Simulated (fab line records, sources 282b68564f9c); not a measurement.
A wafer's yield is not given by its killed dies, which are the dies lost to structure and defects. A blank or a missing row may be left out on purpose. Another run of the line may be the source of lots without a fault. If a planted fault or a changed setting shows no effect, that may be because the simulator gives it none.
Struck lot and sound lot, side by side || flow rit cmos || 44 out of 202 route steps
Sound: the wafers L286.1, L286.3, L286.5. Struck: wafers L300.3, L300.5, L300.6. The cause comes at the end.
Each step with rows lists, per side, the tool, then ch with its chambers, then its first start. Under that, the readings that differ: sound wafers || struck wafers || difference of the means || sigmas: that difference in standard deviations of wafers without a fault.
alike: a reading whose means differ by less than 2 such deviations, as well as words and numbers matching on both sides. not compared: withheld readings; readings where some wafer has no value; bounds like >300 that might hide an equal value; numbers whose values overlap and for which the record gives no deviation.
The two part at a step that has a row with sigmas, a row that says differs or no value, or rows on one side only. When numbers do not overlap yet have no deviation, they are printed without sigmas and do not part them. A reading that every wafer of one side lacks parts them only if that side has two wafers or more.

first, 2 steps without rows for these wafers: RIT_NLDD_HARDBAKE_07 (time 60 s); RIT_NLDD_IMPLANT_08.
RIT_NLDD_STRIP_09: strips in O2, time 180 s.
  sound on plasma asher-03 ch 0,1, day 3 04:08; struck on plasma asher-04 ch 0,1, day 5 22:35
  alike: chamber pressure mTorr, drypump motor current A
  not compared: rf hours counter h
RIT_NLDD_TW_MEAS_10:
  sound on film metro-04 at day 3 04:19; struck on film metro-03 at day 5 22:44
{"reading": "NLDD_TW", "sound": "2493 2481 2487", "struck": "2426 2432 2417", "difference": -62, "sigmas": -2}
then, 6 steps without rows for these wafers: RIT_PLDD_HMDS_00 (prime time 60 s); RIT_PLDD_COAT_01 (resist thk 1000 nm); RIT_PLDD_SOFTBAKE_02 (time 60 s); RIT_PLDD_EXPOSE_03 (exposes mask M8, target cd 40900 nm); RIT_PLDD_PEB_04; RIT_PLDD_DEVELOP_05 (develop time 50 s).
RIT_PLDD_OVL_MEAS_06:
  sound on overlay-02 at day 3 05:13; struck on overlay-02 at day 5 23:38
  alike: PLDD_OVL
then, 1 step without rows for these wafers: RIT_PLDD_HARDBAKE_07 (time 60 s).
RIT_PLDD_IMPLANT_08:
  sound on implanter-04 ch 0, day 3 05:25; struck on implanter-02 ch 0, day 5 23:52
{"reading": "beam energy keV", "sound": "19.996 20.004 20.006", "struck": "16.408 16.400 16.400", "difference": -3.599, "sigmas": "-99 or more"}
{"reading": "model.implant.rp nm (nm)", "sound": "17.7 17.7 17.7", "struck": "14.71 14.71 14.71", "difference": -2.99, "sigmas": ""}
{"reading": "model.implant.drp nm (nm)", "sound": "9.752 9.752 9.752", "struck": "8.481 8.481 8.481", "difference": -1.271, "sigmas": ""}
RIT_PLDD_STRIP_09: strips in O2, time 180 s.
  sound on plasma asher-01 ch 0,1, day 3 05:34; struck on plasma asher-02 ch 0,1, day 6 00:01
  alike: chamber pressure mTorr, drypump motor current A
  not compared: rf hours counter h
RIT_PLDD_TW_MEAS_10:
  sound on film metro-04 at day 3 05:44; struck on film metro-04 at day 6 00:09
{"reading": "PLDD_TW", "sound": "2341 2338 2334", "struck": "2216 2222 2212", "difference": -121, "sigmas": -5}
then, 4 steps without rows for these wafers: RIT_SPACER_CLEAN_00 (cleans in SC1, time 600 s); RIT_SPACER_CLEAN_01 (cleans in dHF, time 30 s); RIT_SPACER_CLEAN_02 (cleans in SC2, time 600 s); RIT_SPACER_CVD_03 (deposits Si3N4 from SiH2Cl2/NH3, target thk 250 nm, time 3300 s).
RIT_SPACER_THK_MEAS_04:
  sound on film metro-01 at day 3 08:07; struck on film metro-01 at day 6 02:30
  alike: SPACER_NITRIDE_THK
RIT_SPACER_ETCHBACK_05: etches Si3N4 in SF6/CHF3, stops on SiO2, target depth 250 nm, time 240 s.
  sound on rie diel-02 ch 0,1, day 3 08:10; struck on rie diel-01 ch 0,1, day 6 02:32
  alike: CHF3_flow_sccm, SF6_flow_sccm, chamber pressure mTorr, drypump motor current A, oes product au, throttle valve pct
  not compared: rf hours counter h
then, 6 steps without rows for these wafers: RIT_NSD_HMDS_00 (prime time 60 s); RIT_NSD_COAT_01 (resist thk 1000 nm); RIT_NSD_SOFTBAKE_02 (time 60 s); RIT_NSD_EXPOSE_03 (exposes mask M9, target cd 40700 nm); RIT_NSD_PEB_04; RIT_NSD_DEVELOP_05 (develop time 50 s).
RIT_NSD_OVL_MEAS_06:
  sound on overlay-02 at day 3 09:10; struck on overlay-01 at day 6 03:37
{"reading": "NSD_OVL (nm)", "sound": "-0.6 -2.0 0.9", "struck": "2.4 3.8 2.3", "difference": "+3.4", "sigmas": "+2"}
then, 2 steps without rows for these wafers: RIT_NSD_HARDBAKE_07 (time 60 s); RIT_NSD_IMPLANT_08.
RIT_NSD_STRIP_09: strips in O2, time 180 s.
  sound on plasma asher-04 ch 0,1, day 3 09:43; struck on plasma asher-02 ch 0,1, day 6 04:00
  alike: chamber pressure mTorr, drypump motor current A
  not compared: rf hours counter h
RIT_NSD_TW_MEAS_10:
  sound on film metro-03 at day 3 09:53; struck on film metro-04 at day 6 04:08
  alike: NSD_TW
then, 6 steps without rows for these wafers: RIT_PSD_HMDS_00 (prime time 60 s); RIT_PSD_COAT_01 (resist thk 1000 nm); RIT_PSD_SOFTBAKE_02 (time 60 s); RIT_PSD_EXPOSE_03 (exposes mask M10, target cd 40900 nm); RIT_PSD_PEB_04; RIT_PSD_DEVELOP_05 (develop time 50 s).
RIT_PSD_OVL_MEAS_06:
  sound on overlay-02 at day 3 10:53; struck on overlay-02 at day 6 05:10
  alike: PSD_OVL
then, 2 steps without rows for these wafers: RIT_PSD_HARDBAKE_07 (time 60 s); RIT_PSD_IMPLANT_08.
RIT_PSD_STRIP_09: strips in O2, time 180 s.
  sound on plasma asher-03 ch 0,1, day 3 11:13; struck on plasma asher-01 ch 0,1, day 6 05:33
  alike: chamber pressure mTorr, drypump motor current A
  not compared: rf hours counter h
RIT_SDANNEAL_RS_MEAS_06: measurement is done with a four-point probe.
  sound on film metro-03 at day 3 12:09; struck on film metro-03 at day 6 06:28
{"reading": "PLDD_RS (ohm/sq)", "sound": "179.0 178.2 178.5", "struck": "192.0 192.2 192.5", "difference": "+13.7", "sigmas": "+29"}
RIT_M1_PROBE_99:
  sound on prober-01 at day 3 19:26; struck on prober-02 at day 6 14:19
{"reading": "model.etest.pmos turned.r on ohm um", "sound": "3367 3429 3316", "struck": "4614 4473 4517", "difference": "+1164", "sigmas": ""}
{"reading": "model.etest.pmos_0p3.r on ohm um", "sound": "6250 6309 6284", "struck": "6917 6831 6903", "difference": "+603", "sigmas": ""}
{"reading": "model.etest.pmos_0p15.r on ohm um", "sound": "2703 2739 2652", "struck": "3455 3343 3403", "difference": "+702", "sigmas": ""}
{"reading": "model.etest.pldd.rs ohm sq", "sound": "489.1 500.1 467.7", "struck": "888.1 845.1 871.8", "difference": "+382.7", "sigmas": ""}
{"reading": "model.etest.pldd.line ohm um", "sound": "155.4 160.9 148.4", "struck": "279.4 263.3 277.7", "difference": "+118.6", "sigmas": ""}
{"reading": "model.etest.pmos turned.drive ua um", "sound": "194.4 191.3 202", "struck": "123.5 127 125.7", "difference": -70.5, "sigmas": ""}
{"reading": "model.etest.pmos_0p15.drive ua um", "sound": "266.7 260.3 270.6", "struck": "205.3 208.1 206.3", "difference": -59.3, "sigmas": ""}
{"reading": "model.etest.pmos narrow.drive ua um", "sound": "103.5 98.94 101", "struck": "93.9 94.07 94.15", "difference": -7.1, "sigmas": ""}
  alike: killed at contacts, killed at front end, killed dies, killed open, killed short

## WHERE THEY PART
First at RIT_NLDD_TW_MEAS_10; last, within this record, at RIT_SDANNEAL_RS_MEAS_06. Later steps at which nothing parts them and some readings are alike: RIT_M1_PROBE_99.

WHY: what the simulator had put in
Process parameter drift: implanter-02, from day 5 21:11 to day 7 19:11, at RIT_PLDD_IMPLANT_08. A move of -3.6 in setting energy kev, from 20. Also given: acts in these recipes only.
